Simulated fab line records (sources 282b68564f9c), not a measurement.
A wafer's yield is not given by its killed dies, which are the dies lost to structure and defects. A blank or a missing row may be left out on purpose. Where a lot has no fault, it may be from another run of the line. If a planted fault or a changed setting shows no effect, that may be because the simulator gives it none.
Which of the tools did it? ; flow ritCmos ; 13 lots with 39 wafers sampled at 3 steps, on a route of 202 steps

== WHAT EACH GAUGE READ, for each wafer ==
RIT_NLDD_TW_MEAS_10.
lot;measured;on;NLDD_TW
L548;day 3 00:38;filmMetro-03;2465 2472 2467
L549;day 3 00:54;filmMetro-01;2490 2496 2494
L550;day 3 08:55;filmMetro-04;2519 2527 2519
L551;day 3 11:26;filmMetro-03;2489 2489 2464
L555;day 4 11:04;filmMetro-03;2475 2467 2489
L556;day 4 18:44;filmMetro-04;2384 2382 2386 2385 2380 2371
L558;day 5 00:22;filmMetro-04;2391 2403 2406 2421 2403 2409
L560;day 5 12:01;filmMetro-01;2506 2503 2504
L564;day 6 05:20;filmMetro-03;2496 2495 2496
L565;day 6 10:42;filmMetro-04;2515 2520 2512
L568;day 7 04:07;filmMetro-01;2493 2489 2506
L570;day 7 23:36;filmMetro-04;2516 2516 2520
L571;day 8 04:25;filmMetro-04;2520 2507 2519

RIT_SDANNEAL_RS_MEAS_07: a four-point-probe measurement.
lot;measured;on;NLDD_RS (ohm/sq)
L548;day 3 08:41;filmMetro-03;150.7 151.1 151.0
L549;day 3 10:01;filmMetro-03;151.0 151.1 150.6
L550;day 3 16:40;filmMetro-01;151.1 151.6 150.8
L551;day 3 19:12;filmMetro-03;151.5 152.0 151.6
L555;day 4 20:02;filmMetro-04;151.5 151.2 151.2
L556;day 5 10:23;filmMetro-04;154.8 154.4 153.8 154.8 154.7 153.9
L558;day 5 12:10;filmMetro-03;154.7 154.2 154.7 154.4 154.5 154.8
L560;day 5 19:49;filmMetro-01;151.9 152.2 151.7
L564;day 6 15:07;filmMetro-01;150.2 150.9 151.5
L565;day 6 18:43;filmMetro-01;151.8 151.8 151.9
L568;day 7 12:07;filmMetro-04;151.7 152.3 152.1
L570;day 8 07:32;filmMetro-01;151.2 151.3 151.3
L571;day 8 12:16;filmMetro-01;152.7 152.3 152.9

== EACH LOT AND THE TOOL THAT RAN IT (in order: tool; ch and the chambers of the sampled wafers; start) ==
lot;RIT_NLDD_IMPLANT_08
L548;implanter-04 ch 0, day 3 00:19
L549;implanter-02 ch 0, day 3 00:35
L550;implanter-03 ch 0, day 3 08:38
L551;implanter-02 ch 0, day 3 11:07
L555;implanter-02 ch 0, day 4 10:44
L556;implanter-04 ch 0, day 4 18:27
L558;implanter-04 ch 0, day 5 00:03
L560;implanter-02 ch 0, day 5 11:43
L564;implanter-02 ch 0, day 6 05:01
L565;implanter-02 ch 0, day 6 10:22
L568;implanter-03 ch 0, day 7 03:49
L570;implanter-02 ch 0, day 7 23:16
L571;implanter-02 ch 0, day 8 04:05
- RIT_NLDD_IMPLANT_08

== WHAT THE TOOLS THEMSELVES READ (means of the sampled wafers that have a number; where no wafer has one, the mark that the record gives instead) ==
RIT_NLDD_IMPLANT_08.
lot;tool;beamEnergyKeV
L548;implanter-04;20.008
L549;implanter-02;19.995
L550;implanter-03;20.001
L551;implanter-02;20.005
L555;implanter-02;19.999
L556;implanter-04;16.918
L558;implanter-04;16.919
L560;implanter-02;19.993
L564;implanter-02;20.000
L565;implanter-02;20.000
L568;implanter-03;20.005
L570;implanter-02;19.996
L571;implanter-02;19.998

== THE ANSWER, worked out from the rows above alone ==
Rule: usual is defined by the lots themselves. The widest of any qualifying gaps counts: lots, ordered by their means at a reading, are off when they make up no more than a third of the lots, leave a main group of 4 or more, and stand apart from it by 3 or more times the standard deviation of that group's means. A main group is skipped when, at the precision printed for the reading in the tables above, its means are all equal. Also off: a lot with no number at a reading for which 4 or more lots have one. Any other lot the step has rows for is counted as sound. Order of review: gauges by route order, followed by the tools' own readings, for which a lot's mean as printed above is used. At the first step where some lot is off, the reading lying furthest off is the one used; lots without a number count as furthest.
Off: L556, L558, at RIT_NLDD_TW_MEAS_10 (NLDD_TW). The main group: mean 2499, standard deviation 17.
A tool fits if, at a process step before that reading, it ran every lot that is off, and no sound lot after the first of them. The gauges at RIT_NLDD_TW_MEAS_10 aren't tried: what is off there is off at RIT_NLDD_IMPLANT_08 too, on other tools, and a gauge's error can't cause that. One candidate fits, namely implanter-04 at RIT_NLDD_IMPLANT_08. A fault onset in the window from L548 (day 3 00:19, its last sound lot) to L556 (day 4 18:27, its first lot off) fits.
The tool's own readings at RIT_NLDD_IMPLANT_08 bear it out: on the lots that are off they differ by more than 5 times the standard deviation of the sound lots' means. beamEnergyKeV reads 16.919 there against 20.000 on the sound lots.

== WHAT THE SIMULATOR PUT IN ==
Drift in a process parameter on implanter-04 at RIT_NLDD_IMPLANT_08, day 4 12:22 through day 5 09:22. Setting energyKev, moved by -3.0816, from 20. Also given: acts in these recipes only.
Lots struck among those shown: L556, L558. The rule given above showed the same thing.
